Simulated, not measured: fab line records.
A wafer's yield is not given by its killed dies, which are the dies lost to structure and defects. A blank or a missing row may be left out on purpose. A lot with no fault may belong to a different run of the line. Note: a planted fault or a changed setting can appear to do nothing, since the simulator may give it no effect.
Comparing a struck lot with a sound one ; flow rit cmos ; 18 out of 202 route steps
Sound: these wafers, L997.2, L997.4, L997.6. Wafers struck: L105.2, L105.3, L105.6. Last of all comes the cause.
For every step that has rows: the tool of each side, followed by ch and its chambers, followed by its first start. Under that, the readings that differ: sound wafers ; struck wafers ; difference of the means ; sigmas: that difference in standard deviations of wafers without a fault.
alike: readings whose means differ by less than 2 such deviations, and words and numbers that are the same on both sides. not compared: withheld readings, readings that some wafer has no value for, bounds like >300 that may hide the same value, and numbers for which the record gives no deviation and whose values overlap.
The two part at a step that has a row with sigmas, a row that says differs or no value, or rows on one side only. Numbers that don't overlap but have no deviation are shown without sigmas and don't part them. A reading that every wafer of one side lacks parts them only if that side has two wafers or more.

first, 4 steps without rows for these wafers: RIT_NLDD_SOFTBAKE_02 (time 60 s); RIT_NLDD_EXPOSE_03 (exposes mask M7, target cd 40700 nm); RIT_NLDD_PEB_04; RIT_NLDD_DEVELOP_05 (develop time 50 s).
RIT_NLDD_OVL_MEAS_06:
  sound on overlay-01, day 3 03:11; struck on overlay-01, day 4 19:11
  alike: NLDD_OVL
then, 2 steps without rows for these wafers: RIT_NLDD_HARDBAKE_07 (time 60 s); RIT_NLDD_IMPLANT_08.
RIT_NLDD_STRIP_09: strips in O2, time 180 s.
  sound on plasma asher-01 ch 0,1, day 3 03:31; struck on plasma asher-01 ch 0,1, day 4 19:35
  alike: drypump motor current A
  not compared: rf hours counter h
RIT_NLDD_TW_MEAS_10:
  sound on film metro-01, day 3 03:42; struck on film metro-01, day 4 19:46
  alike: NLDD_TW
then, 3 steps without rows for these wafers: RIT_PLDD_HMDS_00 (prime time 60 s); RIT_PLDD_COAT_01 (resist thk 1000 nm); RIT_PLDD_SOFTBAKE_02 (time 60 s).
RIT_PLDD_EXPOSE_03: exposes mask M8, target cd 40900 nm.
  sound on iline stepper-01 ch 0, day 3 04:13; struck on iline stepper-02 ch 0, day 4 20:17
  alike: mask
then, 2 steps without rows for these wafers: RIT_PLDD_PEB_04; RIT_PLDD_DEVELOP_05 (develop time 50 s).
RIT_PLDD_OVL_MEAS_06:
  sound on overlay-01, day 3 04:37; struck on overlay-01, day 4 20:41
reading;sound;struck;difference;sigmas
PLDD_OVL (nm);0.9 -1.4 0.5;3.7 4.2 6.2;+4.7;+4
then, 1 step without rows for these wafers: RIT_PLDD_HARDBAKE_07 (time 60 s).
RIT_M1_PROBE_99:
  sound on prober-01, day 3 18:40; struck on prober-01, day 5 11:17
  alike: killed at contacts, killed at front end, killed dies, killed on rim, killed open, killed short

WHERE THEY PART
Only at RIT_PLDD_OVL_MEAS_06, as far as this record shows. Later steps at which nothing parts them and some readings are alike: RIT_M1_PROBE_99.

WHY: what had been put in by the simulator
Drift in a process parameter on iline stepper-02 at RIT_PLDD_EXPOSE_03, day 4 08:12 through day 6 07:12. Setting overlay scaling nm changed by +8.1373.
